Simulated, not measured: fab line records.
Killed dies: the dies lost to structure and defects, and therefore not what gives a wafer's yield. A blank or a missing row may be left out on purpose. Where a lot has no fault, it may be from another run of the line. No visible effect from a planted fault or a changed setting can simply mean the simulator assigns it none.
Which tool is to blame? + flow berkeley_cmos170 + Sampling: 7 lots, 21 wafers, 2 of 331 route steps

## WHAT EACH GAUGE READ, for each wafer
UCB170_SPACER_THK_MEAS_01.
| lot  | measured     | on            | SPACER_TEOS_THK (nm)    |
|------|--------------|---------------|-------------------------|
| L784 | day 6 20:04  | film_metro-02 | 370 370 371             |
| L788 | day 7 14:40  | film_metro-01 | 415 417 417 415 418 417 |
| L790 | day 7 21:38  | film_metro-01 | 420 424 425 420 424 425 |
| L798 | day 9 12:44  | film_metro-02 | 376 368 373             |
| L803 | day 10 16:37 | film_metro-03 | 369 375 368             |
| L805 | day 10 17:01 | film_metro-02 | 374 373 378             |
| L806 | day 11 01:38 | film_metro-03 | 374 371 378             |

## WHICH TOOL RAN EACH LOT (tool, then ch and the chambers of the sampled wafers, then the start)
| lot  | UCB170_SPACER_CVD_00            |
|------|---------------------------------|
| L784 | pecvd-02 ch 0,1, day 6 20:01    |
| L788 | pecvd-04 ch 0,2, day 7 14:38    |
| L790 | pecvd-04 ch 0,1,2, day 7 21:35  |
| L798 | pecvd-03 ch 0,1,2, day 9 12:36  |
| L803 | pecvd-03 ch 0,1,2, day 10 16:34 |
| L805 | pecvd-03 ch 0,1,2, day 10 16:58 |
| L806 | pecvd-02 ch 0,1,2, day 11 01:36 |
- UCB170_SPACER_CVD_00: deposits SiO2 from TEOS/O2, target thk 376 nm, time 47 s.

## THE ANSWER, worked out from the rows above alone
Rule: usual is defined by the lots themselves. The widest of any qualifying gaps counts: lots, ordered by their means at a reading, are off when they make up no more than a third of the lots, leave a main group of 4 or more, and stand apart from it by 3 or more times the standard deviation of that group's means. The tables above print the reading to a certain number of digits; a main group whose means all agree to those digits is not used. Also off: a lot with no number at a reading for which 4 or more lots have one. Where the step has rows for the other lots, those lots are counted as sound.
Off: L788, L790, seen at UCB170_SPACER_THK_MEAS_01 (SPACER_TEOS_THK). The main group has a mean of 373 nm with a standard deviation of 1.9.
A tool fits if, at a process step before that reading, it ran every lot that is off, and no sound lot after the first of them. Those tools and the gauges at UCB170_SPACER_THK_MEAS_01 are tried in the same way. Can't be told from this: 2 tools fit, pecvd-04 at UCB170_SPACER_CVD_00, film_metro-01 at UCB170_SPACER_THK_MEAS_01.

## WHAT HAD BEEN PUT IN BY THE SIMULATOR
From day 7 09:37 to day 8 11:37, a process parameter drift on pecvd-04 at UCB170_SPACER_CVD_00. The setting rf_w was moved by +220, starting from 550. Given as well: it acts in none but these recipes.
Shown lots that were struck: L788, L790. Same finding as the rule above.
